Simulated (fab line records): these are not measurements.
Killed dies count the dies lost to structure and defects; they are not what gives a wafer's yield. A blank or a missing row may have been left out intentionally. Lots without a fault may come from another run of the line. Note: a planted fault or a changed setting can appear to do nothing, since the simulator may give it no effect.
fab line records | flow berkeleyCmos170 | part 1 of 2: steps 1 to 23 of 33
[record] lots = 5 wafers = 15 lastDay = 12
route steps=331 shown M2@285 V2@292 M3@309
lots that met no fault: taken from a fault-free run of the same line
startH: hours from the record's opening day to when the first of the lot's shown wafers began | waitH: hours from the lot's prior step to this one | " unchanged from the row above | L1.1+2: a single row standing in for several wafers | - no value present, or no start provided | * or withheld: withheld | < > ~ a bound
route shown NAME@n: a module of which the file shows steps, and the number in the route of the first | usual: the fault-free wafers' mean and standard deviation | same: alike in all rows | chamber/n: place in a boat | sites: each site's reading | _std_site: the standard deviation of these | _edge_site: inner sites' mean taken away from outer sites' mean | radiusMm: how far each site lies from the wafer's centre | mask NAME#n: copy n | behind: the most recent tool/chamber to have shaped the wafer | hold: what put the lot on hold/how long, in hours/how the hold closed | device: which transistor (n, p or np) failed to switch | end of line: tests run on the same wafers once the route is complete | step lacking rows: just its recipe | killed: not the wafer's yield, but the dies lost to structure and defects at the first sort | map: a wafer's dies, marking killed ones x, the rest . and places with no die _
set.NAME: the setting the step ran with; set.NAME@STEP: the setting that earlier step ran with | model.NAME: the simulator's own value behind a step, which no gauge read
lots at selected steps of the route; one table per step, one row per wafer
services: from which hour (startH, from the record's first day; less than 0 if before it) a tool's chamber was out of use, for how many hours, and why
[[steps]]
[step UCB170_M2_DEVELOP_14]
[recipe] developer = TMAH developTimeS = 45 resist = KrF devTempC = 21
[usual] chillPlateTempC = 22.99/0.11 exhaustPa = 44.9/0.92
// columns lot.wafer tool chamber startH waitH chillPlateTempC exhaustPa
L075.1 lithoTrack-03 0 - - 23.07 44.3
L075.4 " 0 " " 22.94 45.0
L075.6 " 0 " " 23.08 43.5
L076.2 lithoTrack-03 0 - - 23.00 44.8
L076.3 " 0 " " 22.80 45.7
L076.4 " 0 " " 23.00 45.5
L079.1 lithoTrack-03 0 - - 22.97 44.0
L079.2 " 0 " " 23.14 42.6
L079.5 " 0 " " 23.07 45.4
L093.4 lithoTrack-02 0 - - 22.85 43.5
L093.5 " 0 " " 22.91 44.7
L093.6 " 0 " " 22.94 44.2
L096.1 lithoTrack-03 0 - - 22.88 45.2
L096.3 " 0 " " 22.92 45.5
L096.6 " 0 " " 23.12 44.3
[step UCB170_M2_CD_MEAS_15]
[recipe] targetCdNm = 700
[usual] cdNm = 699.9/1.8
// columns lot.wafer tool chamber startH waitH cdNm
L075.1 cdSem-01 - 154.29 - 701.8
L075.4 " - " " 701.2
L075.6 " - " " 701.4
L076.2 cdSem-02 - 168.31 - 699.1
L076.3 " - " " 701.0
L076.4 " - " " 700.0
L079.1 cdSem-01 - 177.79 - 702.0
L079.2 " - " " 703.5
L079.5 " - " " 702.0
L093.4 cdSem-02 - 265.59 - 698.3
L093.5 " - " " 697.8
L093.6 " - " " 698.5
L096.1 cdSem-02 - 277.63 - 701.5
L096.3 " - " " 702.0
L096.6 " - " " 702.6
[step UCB170_M2_OVL_MEAS_16]
[usual] M2_OVL = -2/5.9
// columns lot.wafer tool chamber startH waitH M2_OVL[nm]
L075.1 overlay-02 - 154.41 0.1 -16
L075.4 " - " " -11
L075.6 " - " " -3
L076.2 overlay-02 - 168.41 0.1 -4
L076.3 " - " " -8
L076.4 " - " " -4
L079.1 overlay-01 - 177.91 0.1 -1
L079.2 " - " " 2
L079.5 " - " " 2
L093.4 overlay-01 - 265.66 0.1 -3
L093.5 " - " " -7
L093.6 " - " " -5
L096.1 overlay-02 - 277.75 0.1 -11
L096.3 " - " " -7
L096.6 " - " " -8
[step UCB170_M2_ETCH_17]
[recipe] chemistry = N2/H2 targetDepthA = withheld overetchA = withheld target = BARC timeS = withheld sourceW = 500 biasW = 100 pressureMtorr = 30 n2FlowSccm = 100 h2FlowSccm = 200
[usual] drypumpMotorCurrentA = 5.8/0.42 h2FlowSccm = 199.9/0.64 oesProductAu = 1.00/0.033 throttleValvePct = 13.31/0.18
// columns lot.wafer tool chamber startH waitH drypumpMotorCurrentA h2FlowSccm oesProductAu throttleValvePct
L075.1 rieDiel-01 0 154.45 0.0 5.9 199.5 1.00 13.49
L075.4 " 1 " " 5.8 199.6 1.06 13.56
L075.6 " 2 " " 5.9 199.5 1.00 13.22
L076.2 rieDiel-01 2 168.44 0.0 5.9 200.8 1.00 13.24
L076.3 " 0 " " 5.9 199.8 0.99 13.47
L076.4 " 1 " " 5.8 199.5 1.06 13.57
L079.1 rieDiel-01 2 177.94 0.0 5.9 199.9 0.99 13.23
L079.2 " 1 " " 5.8 199.7 1.05 13.57
L079.5 " 2 " " 5.9 200.4 0.97 13.22
L093.4 rieDiel-04 1 265.68 0.0 4.9 199.6 0.99 13.36
L093.5 " 0 " " 6.0 200.8 0.97 13.36
L093.6 " 1 " " 4.9 200.2 1.00 13.36
L096.1 rieDiel-01 3 277.78 0.0 6.4 200.9 1.06 13.47
L096.3 " 1 " " 5.8 200.1 1.06 13.57
L096.6 " 3 " " 6.4 200.4 1.06 13.49
[step UCB170_M2_METAL_ETCH_18]
[recipe] chemistry = Cl2/BCl3 target = Al stopOn = SiO2 pressureMtorr = 12 targetDepthA = 11700 overEtchFrac = 0.3 timeS = 195 icpW = 600 biasW = 120 Cl2_flow_sccm = 90 bcl3FlowSccm = 45
[usual] drypumpMotorCurrentA = 5.4/0.36 oesProductAu = 0.859/0.012 throttleValvePct = 24.44/0.23
[same] overEtchFrac = 0.3
// columns lot.wafer tool chamber startH waitH drypumpMotorCurrentA oesProductAu rfHoursCounterH throttleValvePct
L075.1 rieMetal-02 0 154.49 - 5.3 0.845 8.2 24.58
L075.4 " 0 " " 5.3 0.849 - 24.57
L075.6 " 0 " " 5.3 0.841 - 24.58
L076.2 rieMetal-01 0 168.49 - 5.2 0.841 9.4 24.80
L076.3 " 1 " " 5.0 0.869 - 24.24
L076.4 " 0 " " 5.1 0.858 - 24.80
L079.1 rieMetal-03 1 177.98 - 5.7 0.872 4.8 24.22
L079.2 " 0 " " 6.3 0.874 0.2 24.39
L079.5 " 0 " " 6.3 0.873 - 24.39
L093.4 rieMetal-01 1 265.79 - 5.1 0.867 - 24.26
L093.5 " 0 " " 5.2 0.858 - 24.81
L093.6 " 1 " " 5.1 0.864 - 24.25
L096.1 rieMetal-03 1 277.82 - 5.7 0.873 8.2 24.19
L096.3 " 0 " " 6.3 0.854 - 24.41
L096.6 " 0 " " 6.3 0.865 - 24.39
[step UCB170_M2_STRIP_19]
[recipe] chemistry = O2 powerW = 400 pressureMtorr = 3500 platenTempC = withheld o2FlowSccm = 400 overashFraction = 0.5
[usual] drypumpMotorCurrentA = 5.5/0.31 oesProductAu = 0.532/0.017
// columns lot.wafer tool chamber startH waitH drypumpMotorCurrentA oesProductAu rfHoursCounterH
L075.1 plasmaAsher-04 0 154.68 0.1 5.2 0.540 4
L075.4 " 1 " " 5.1 0.538 -
L075.6 " 1 " " 5.1 0.531 -
L076.2 plasmaAsher-04 1 168.67 0.1 5.1 0.519 5
L076.3 " 1 " " 5.1 0.502 -
L076.4 " 0 " " 5.2 0.525 -
L079.1 plasmaAsher-02 0 178.17 0.1 5.6 0.528 46
L079.2 " 1 " " 5.7 0.547 46
L079.5 " 1 " " 5.7 0.554 -
L093.4 plasmaAsher-03 0 265.95 0.1 5.7 0.491 -
L093.5 " 1 " " 5.9 0.546 -
L093.6 " 0 " " 5.7 0.492 -
L096.1 plasmaAsher-03 1 278.01 0.1 5.8 0.526 58
L096.3 " 0 " " 5.6 0.553 -
L096.6 " 0 " " 5.6 0.550 -
[step UCB170_M2_CD_MEAS_90]
[recipe] targetCdNm = 700
[usual] cdNm = 702/5.1
// columns lot.wafer tool chamber startH waitH cdNm
L075.1 cdSem-02 - 154.78 0.1 709
L075.4 " - " " 706
L075.6 " - " " 710
L076.2 cdSem-01 - 168.79 0.1 698
L076.3 " - " " 700
L076.4 " - " " 700
L079.1 cdSem-01 - 178.27 0.1 697
L079.2 " - " " 699
L079.5 " - " " 696
L093.4 cdSem-02 - 266.07 0.1 703
L093.5 " - " " 698
L093.6 " - " " 704
L096.1 cdSem-01 - 278.11 0.1 695
L096.3 " - " " 699
L096.6 " - " " 698
[step UCB170_V2_CVD_00]
[recipe] material = SiO2 targetThkNm = 2000 tempC = 390 precursor = TEOS/O2 timeS = 250 rfW = 550 pressureMtorr = 9000
[usual] heaterPowerW = 254/48
// columns lot.wafer tool chamber startH waitH heaterPowerW
L075.1 pecvd-02 2 154.90 0.1 319
L075.4 " 2 " " 254
L075.6 " 1 " " 323
L076.2 pecvd-02 0 168.89 0.1 318
L076.3 " 2 " " 356
L076.4 " 0 " " 222
L079.1 pecvd-03 2 178.39 0.1 334
L079.2 " 0 " " 256
L079.5 " 0 " " 310
L093.4 pecvd-01 1 266.21 0.1 276
L093.5 " 2 " " 206
L093.6 " 0 " " 163
L096.1 pecvd-03 2 278.23 0.1 314
L096.3 " 1 " " 264
L096.6 " 0 " " 221
[step UCB170_V2_THK_MEAS_01]
[recipe] reads = SiO2_of_V2_CVD_00
[usual] V2_TEOS_THK = 2011/35
// columns lot.wafer tool chamber startH waitH V2_TEOS_THK[nm]
L075.1 filmMetro-04 - 155.12 0.1 1977
L075.4 " - " " 1996
L075.6 " - " " 2013
L076.2 filmMetro-02 - 169.06 0.1 1997
L076.3 " - " " 1967
L076.4 " - " " 2020
L079.1 filmMetro-02 - 178.55 0.1 1935
L079.2 " - " " 1946
L079.5 " - " " 1961
L093.4 filmMetro-04 - 266.32 0.0 2017
L093.5 " - " " 2071
L093.6 " - " " 2023
L096.1 filmMetro-04 - 278.39 0.1 1940
L096.3 " - " " 1993
L096.6 " - " " 1993
[step UCB170_V2_CMP_02]
[recipe] material = SiO2 downForcePsi = 6 platenRpm = 60 padVelocityMS = 0.75398
[usual] edgeZonePressureFrac = 1.000/0.0054 motorCurrentA = 16.4/1.6 platenRpm = 60.00/0.037
// columns lot.wafer tool chamber startH waitH edgeZonePressureFrac motorCurrentA platenRpm
L075.4 cmp-02 1 155.18 0.0 1.004 18.2 59.97
L075.1 " 3 " " 0.996 16.4 60.05
L075.6 " 1 " " 1.001 17.7 59.96
L076.2 cmp-02 1 169.11 0.0 0.995 19.0 59.99
L076.4 " 3 " " 1.002 17.4 59.97
L076.3 " 0 " " 1.013 14.8 59.95
L079.2 cmp-01 3 178.66 0.1 1.003 13.6 60.01
L079.1 " 1 " " 1.002 14.9 59.96
L079.5 " 2 " " 1.004 15.8 60.00
L093.4 cmp-02 1 266.40 0.1 0.993 18.3 59.98
L093.5 " 0 " " 0.992 14.6 59.99
L093.6 " 1 " " 0.997 18.8 59.97
L096.1 cmp-02 1 278.45 0.1 1.006 17.7 59.97
L096.3 " 2 " " 1.003 18.4 60.00
L096.6 " 2 " " 1.005 20.1 60.04
[step UCB170_V2_BOW_MEAS_03]
[recipe] mode = bow
[usual] V2_BOW = 35/7.2
// columns lot.wafer tool chamber startH waitH V2_BOW[um]
L075.1 filmMetro-04 - 155.96 0.6 32
L075.4 " - " " 20
L075.6 " - " " 29
L076.2 filmMetro-02 - 169.43 0.3 38
L076.3 " - " " 38
L076.4 " - " " 38
L079.1 filmMetro-03 - 178.91 0.1 40
L079.2 " - " " 28
L079.5 " - " " 34
L093.4 filmMetro-04 - 266.71 0.3 39
L093.5 " - " " 41
L093.6 " - " " 38
L096.1 filmMetro-02 - 278.77 0.3 34
L096.3 " - " " 43
L096.6 " - " " 38
[step UCB170_V2_THK_MEAS_04]
[recipe] reads = SiO2_of_V2_CVD_00
[usual] V2_POLISHED_THK = 999.7/1.9
// columns lot.wafer tool chamber startH waitH V2_POLISHED_THK[nm]
L075.1 filmMetro-04 - 156.08 0.1 997.8
L075.4 " - " " 998.6
L075.6 " - " " 1000.4
L076.2 filmMetro-02 - 170.48 1.0 999.8
L076.3 " - " " 999.8
L076.4 " - " " 999.1
L079.1 filmMetro-03 - 179.03 0.1 999.1
L079.2 " - " " 996.5
L079.5 " - " " 997.6
L093.4 filmMetro-04 - 266.80 0.1 999.1
L093.5 " - " " 1000.2
L093.6 " - " " 1000.3
L096.1 filmMetro-02 - 278.89 0.1 998.5
L096.3 " - " " 999.7
L096.6 " - " " 999.7
[step UCB170_V2_CLEAN_05]
[recipe] chemistry = DIW
// columns lot.wafer tool chamber startH waitH
L075.1+4+6 wetBench-01 0 156.14 0.1
L076.2+3+4 wetBench-04 2 171.51 1.0
L079.1+2+5 wetBench-04 2 182.65 3.6
L093.4+5+6 wetBench-02 2 266.83 0.0
L096.1+3+6 wetBench-01 2 279.03 0.1
[step UCB170_V2_HMDS_06]
[recipe] primeTimeS = 60 primeTempC = 100
[usual] chillPlateTempC = 23.02/0.12 exhaustPa = 45.3/0.91
// columns lot.wafer tool chamber startH waitH chillPlateTempC exhaustPa
L075.1 lithoTrack-01 0 156.31 0.0 23.00 45.0
L075.4 " 0 " " 23.07 44.4
L075.6 " 0 " " 22.89 45.6
L076.2 lithoTrack-04 0 171.82 0.1 23.09 46.7
L076.3 " 0 " " 23.27 47.2
L076.4 " 0 " " 23.14 47.4
L079.1 lithoTrack-04 0 183.18 0.3 22.92 44.6
L079.2 " 0 " " 22.89 44.3
L079.5 " 0 " " 23.16 45.4
L093.4 lithoTrack-01 0 267.08 0.1 23.03 46.2
L093.5 " 0 " " 23.01 45.5
L093.6 " 0 " " 23.01 46.6
L096.1 lithoTrack-02 0 279.74 0.3 22.90 45.2
L096.3 " 0 " " 22.85 45.3
L096.6 " 0 " " 22.94 43.9
[step UCB170_V2_COAT_07]
[recipe] resist = KrF spinRpm = 1500 resistThkNm = 900
[usual] chillPlateTempC = 22.99/0.089 exhaustPa = 45.3/0.84
// columns lot.wafer tool chamber startH waitH chillPlateTempC exhaustPa
L075.1 lithoTrack-01 0 156.47 0.1 23.09 45.5
L075.4 " 0 " " 23.02 46.1
L075.6 " 0 " " 22.97 45.5
L076.2 lithoTrack-04 0 171.97 0.1 23.00 46.4
L076.3 " 0 " " 22.98 44.8
L076.4 " 0 " " 22.84 46.6
L079.1 lithoTrack-04 0 183.33 0.1 23.06 46.1
L079.2 " 0 " " 23.09 46.2
L079.5 " 0 " " 23.09 45.0
L093.4 lithoTrack-01 0 267.23 0.1 23.05 44.2
L093.5 " 0 " " 23.02 44.6
L093.6 " 0 " " 23.05 45.6
L096.1 lithoTrack-02 0 279.89 0.1 23.06 45.6
L096.3 " 0 " " 23.09 46.3
L096.6 " 0 " " 23.16 43.5
[step UCB170_V2_SOFTBAKE_08]
[recipe] resist = KrF tempC = 130 timeS = 61.37
[usual] chillPlateTempC = 23.02/0.11 exhaustPa = 45.2/0.83 plateSensorTCentreC = 131.41/0.011 plateSensorTEdgeC = 131.53/0.0095
// columns lot.wafer tool chamber startH waitH chillPlateTempC exhaustPa plateSensorTCentreC plateSensorTEdgeC
L075.1 lithoTrack-01 0 156.62 0.1 23.05 44.7 131.41 131.53
L075.4 " 0 " " 23.23 44.1 131.4 131.53
L075.6 " 0 " " 22.96 44.8 131.4 131.53
L076.2 lithoTrack-04 0 172.12 0.1 22.99 46.3 131.41 131.53
L076.3 " 0 " " 23.01 44.7 131.39 131.53
L076.4 " 0 " " 23.16 45.1 131.39 131.53
L079.1 lithoTrack-04 0 183.48 0.1 22.92 45.4 131.41 131.54
L079.2 " 0 " " 22.97 45.6 131.41 131.53
L079.5 " 0 " " 22.97 45.8 131.42 131.53
L093.4 lithoTrack-01 0 267.38 0.1 22.98 47.0 131.42 131.52
L093.5 " 0 " " 22.89 45.8 131.41 131.54
L093.6 " 0 " " 23.01 44.9 131.4 131.54
L096.1 lithoTrack-02 0 280.04 0.1 23.01 45.5 131.42 131.53
L096.3 " 0 " " 23.01 46.6 131.41 131.54
L096.6 " 0 " " 22.91 45.3 131.42 131.53
[step UCB170_V2_EXPOSE_09]
[recipe] maskId = VIA2 targetCdNm = 700 na = 0.5 sigmaOuter = 0.6 sourceShape = conventional doseMj = 37
// columns lot.wafer tool chamber startH waitH mask
L075.1+4+6 krfScanner-01 0 156.76 0.1 VIA2#0
L076.2+3+4 krfScanner-02 0 172.45 0.3 VIA2#0
L079.1+2+5 krfScanner-01 0 183.75 0.2 VIA2#0
L093.4+5+6 krfScanner-01 0 267.64 0.2 VIA2#0
L096.1+3+6 krfScanner-02 0 280.19 0.1 VIA2#0
[step UCB170_V2_PEB_10]
[recipe] pebTempC = 130 pebTimeS = withheld resist = KrF
[usual] chillPlateTempC = 23.03/0.11 exhaustPa = 45.0/0.82
// columns lot.wafer tool chamber startH waitH chillPlateTempC exhaustPa
L075.1 lithoTrack-01 0 156.88 0.1 23.13 45.6
L075.4 " 0 " " 23.01 44.9
L075.6 " 0 " " 23.04 43.9
L076.2 lithoTrack-02 0 172.95 0.5 23.01 45.6
L076.3 " 0 " " 23.08 47.0
L076.4 " 0 " " 22.87 47.3
L079.1 lithoTrack-01 0 184.41 0.6 22.99 46.2
L079.2 " 0 " " 22.99 46.1
L079.5 " 0 " " 23.05 45.9
L093.4 lithoTrack-01 0 267.80 0.1 22.96 45.3
L093.5 " 0 " " 22.86 45.0
L093.6 " 0 " " 23.13 44.8
L096.1 lithoTrack-02 0 280.92 0.7 23.23 44.2
L096.3 " 0 " " 23.24 45.2
L096.6 " 0 " " 23.27 44.1
[step UCB170_V2_DEVELOP_11]
[recipe] developer = TMAH developTimeS = 45 resist = KrF devTempC = 21
[usual] chillPlateTempC = 22.99/0.089 exhaustPa = 45.1/0.83
// columns lot.wafer tool chamber startH waitH chillPlateTempC exhaustPa
L075.1 lithoTrack-01 0 - - 23.07 45.8
L075.4 " 0 " " 22.98 45.4
L075.6 " 0 " " 22.86 45.4
L076.2 lithoTrack-02 0 - - 22.98 43.9
L076.3 " 0 " " 22.99 44.9
L076.4 " 0 " " 23.03 43.1
L079.1 lithoTrack-01 0 - - 23.14 45.3
L079.2 " 0 " " 23.02 45.1
L079.5 " 0 " " 22.89 45.4
L093.4 lithoTrack-01 0 - - 23.10 46.8
L093.5 " 0 " " 22.99 45.6
L093.6 " 0 " " 22.98 45.5
L096.1 lithoTrack-02 0 - - 22.94 44.7
L096.3 " 0 " " 22.91 45.1
L096.6 " 0 " " 23.01 44.7
[step UCB170_V2_CD_MEAS_12]
[recipe] targetCdNm = 700
[usual] cdNm = 699.8/1.2
// columns lot.wafer tool chamber startH waitH cdNm
L075.1 cdSem-01 - 157.16 - 699.7
L075.4 " - " " 699.7
L075.6 " - " " 699.5
L076.2 cdSem-02 - 173.22 - 700.1
L076.3 " - " " 698.8
L076.4 " - " " 699.5
L079.1 cdSem-02 - 184.69 - 699.5
L079.2 " - " " 700.9
L079.5 " - " " 700.0
L093.4 cdSem-01 - 268.06 - 699.9
L093.5 " - " " 700.8
L093.6 " - " " 700.9
L096.1 cdSem-01 - 281.19 - 699.0
L096.3 " - " " 698.9
L096.6 " - " " 699.5
[step UCB170_V2_OVL_MEAS_13]
[usual] V2_OVL = -2/5.2
// columns lot.wafer tool chamber startH waitH V2_OVL[nm]
L075.1 overlay-02 - 157.28 0.1 -9
L075.4 " - " " -11
L075.6 " - " " -7
L076.2 overlay-01 - 173.33 0.1 3
L076.3 " - " " 4
L076.4 " - " " 1
L079.1 overlay-01 - 184.81 0.1 -3
L079.2 " - " " -8
L079.5 " - " " -6
L093.4 overlay-02 - 268.14 0.1 -4
L093.5 " - " " -2
L093.6 " - " " 0
L096.1 overlay-02 - 281.31 0.1 4
L096.3 " - " " 5
L096.6 " - " " -1
[step UCB170_V2_ETCH_14]
[recipe] chemistry = CHF3/CF4/Ar target = SiO2 stopOn = Al CHF3_flow_sccm = 45 cf4FlowSccm = 15 Ar_flow_sccm = 150 pressureMtorr = 200 rfW = 700 targetDepthA = 12500 overEtchFrac = 0.25 timeS = 291
[usual] drypumpMotorCurrentA = 5.5/0.34 oesProductAu = 0.869/0.016 throttleValvePct = 6.95/0.12
[same] overEtchFrac = 0.25
// columns lot.wafer tool chamber startH waitH drypumpMotorCurrentA oesProductAu rfHoursCounterH throttleValvePct
L075.1 rieDiel-02 3 157.31 0.0 5.8 0.891 86 6.96
L075.4 " 1 " " 5.4 0.855 104 6.95
L075.6 " 1 " " 5.4 0.858 - 6.94
L076.2 rieDiel-03 0 173.36 0.0 5.5 0.861 75 7.08
L076.3 " 1 " " 5.4 0.906 11 6.76
L076.4 " 2 " " 5.5 0.867 3 7.15
L079.1 rieDiel-04 0 184.84 0.0 6.1 0.868 19 6.96
L079.2 " 3 " " 5.5 0.863 14 6.73
L079.5 " 2 " " 5.9 0.871 - 6.99
L093.4 rieDiel-02 1 268.16 0.0 5.4 0.857 108 6.93
L093.5 " 0 " " 5.2 0.853 - 6.98
L093.6 " 1 " " 5.4 0.856 - 6.94
L096.1 rieDiel-04 0 281.35 0.0 6.0 0.861 24 6.94
L096.3 " 2 " " 5.9 0.874 50 7.00
L096.6 " 3 " " 5.5 0.879 - 6.72
[step UCB170_V2_STRIP_15]
[recipe] chemistry = O2 powerW = 400 pressureMtorr = 3500 platenTempC = withheld o2FlowSccm = 400 overashFraction = 0.5
[usual] drypumpMotorCurrentA = 5.6/0.41 oesProductAu = 0.722/0.0043 stripTimeToEndpointS = 15.30/0.15
// columns lot.wafer tool chamber startH waitH drypumpMotorCurrentA oesProductAu rfHoursCounterH stripTimeToEndpointS
L075.1 plasmaAsher-03 1 157.49 0.1 5.8 0.723 46 15.26
L075.4 " 1 " " 5.8 0.712 - 15.48
L075.6 " 1 " " 5.9 0.720 - 15.44
L076.2 plasmaAsher-03 0 173.54 0.1 5.7 0.725 47 15.40
L076.3 " 1 " " 5.8 0.725 - 15.17
L076.4 " 0 " " 5.7 0.720 - 15.23
L079.1 plasmaAsher-03 1 185.02 0.1 5.9 0.719 48 15.20
L079.2 " 0 " " 5.7 0.720 48 15.22
L079.5 " 0 " " 5.7 0.720 - 15.19
L093.4 plasmaAsher-03 0 268.37 0.1 5.7 0.727 - 15.42
L093.5 " 0 " " 5.7 0.720 - 15.32
L093.6 " 1 " " 5.9 0.719 - 15.31
L096.1 plasmaAsher-04 1 281.53 0.1 5.0 0.725 19 15.42
L096.3 " 1 " " 5.0 0.723 - 15.33
L096.6 " 1 " " 5.0 0.715 - 15.40
